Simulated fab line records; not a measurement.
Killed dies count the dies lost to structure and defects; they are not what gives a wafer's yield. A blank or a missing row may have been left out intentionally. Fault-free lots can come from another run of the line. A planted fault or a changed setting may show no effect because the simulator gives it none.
Which of the tools did it? + flow berkeley cmos170 + 15 lots with 45 wafers sampled at 2 steps, on a route of 331 steps

WHAT THE GAUGES SHOWED, per wafer
UCB170_NVT_TW_MEAS_09. Usual: for NVT_TW the level is 526 and the standard deviation is 5.6.
| lot  | measured     | on            | NVT_TW      | flag |
|------|--------------|---------------|-------------|------|
| L602 | day 6 01:25  | film metro-02 | 652 654 656 | OFF  |
| L605 | day 6 19:20  | film metro-02 | 529 528 528 |      |
| L610 | day 7 21:44  | film metro-01 | 658 661 660 | OFF  |
| L608 | day 7 21:51  | film metro-01 | 528 531 532 |      |
| L612 | day 8 04:11  | film metro-02 | 528 527 529 |      |
| L613 | day 8 04:48  | film metro-01 | 660 662 654 | OFF  |
| L614 | day 8 04:44  | film metro-02 | 527 527 527 |      |
| L616 | day 9 01:47  | film metro-01 | 528 528 527 |      |
| L620 | day 9 13:13  | film metro-01 | 526 529 526 |      |
| L618 | day 9 13:35  | film metro-03 | 516 514 513 |      |
| L621 | day 10 09:46 | film metro-01 | 532 532 530 |      |
| L622 | day 10 09:54 | film metro-03 | 516 517 516 |      |
| L625 | day 10 13:53 | film metro-03 | 513 516 514 |      |
| L624 | day 10 14:06 | film metro-02 | 530 529 534 |      |
| L623 | day 10 14:13 | film metro-01 | 533 534 533 |      |

EACH LOT AND THE TOOL THAT RAN IT (in order: tool; ch and the chambers of the sampled wafers; start)
| lot  | UCB170_NVT_IMPLANT_07           |
|------|---------------------------------|
| L602 | implanter-02 ch 0, day 6 00:51  |
| L605 | implanter-02 ch 0, day 6 19:07  |
| L610 | implanter-04 ch 0, day 7 21:13  |
| L608 | implanter-04 ch 0, day 7 21:36  |
| L612 | implanter-02 ch 0, day 8 03:56  |
| L613 | implanter-03 ch 0, day 8 04:16  |
| L614 | implanter-02 ch 0, day 8 04:32  |
| L616 | implanter-04 ch 0, day 9 01:34  |
| L620 | implanter-02 ch 0, day 9 12:58  |
| L618 | implanter-04 ch 0, day 9 13:20  |
| L621 | implanter-02 ch 0, day 10 09:31 |
| L622 | implanter-03 ch 0, day 10 09:39 |
| L625 | implanter-04 ch 0, day 10 13:41 |
| L624 | implanter-03 ch 0, day 10 13:51 |
| L623 | implanter-02 ch 0, day 10 13:58 |
- UCB170_NVT_IMPLANT_07

AS READ BY THE TOOLS THEMSELVES (means over the sampled wafers that have a number; for cases with no such wafer, the mark the record gives instead)
The record holds no such reading with a usual standard deviation.

THE ANSWER, worked out from the rows above alone
Rule: lot off if the mean of its wafers having a number is beyond 3 standard deviations from the usual mean. A lot without any number at a reading at which 4 lots or more have one is off too. The other lots that the step has rows for count as sound. First the gauges in route order, then the tools' own readings, where a lot's mean is used as printed above. The first step at which some lot is off is used, and at that step the reading that is off furthest; a lot without a number counts as furthest.
Off: at UCB170_NVT_TW_MEAS_09 (NVT_TW), L602, L610, L613.
A tool fits if, at a process step before that reading, it ran every lot that is off, and no sound lot after the first of them. Gauges at UCB170_NVT_TW_MEAS_09: tried the same way as those tools. No candidate that was tried fits.

WHAT HAD BEEN PUT IN BY THE SIMULATOR
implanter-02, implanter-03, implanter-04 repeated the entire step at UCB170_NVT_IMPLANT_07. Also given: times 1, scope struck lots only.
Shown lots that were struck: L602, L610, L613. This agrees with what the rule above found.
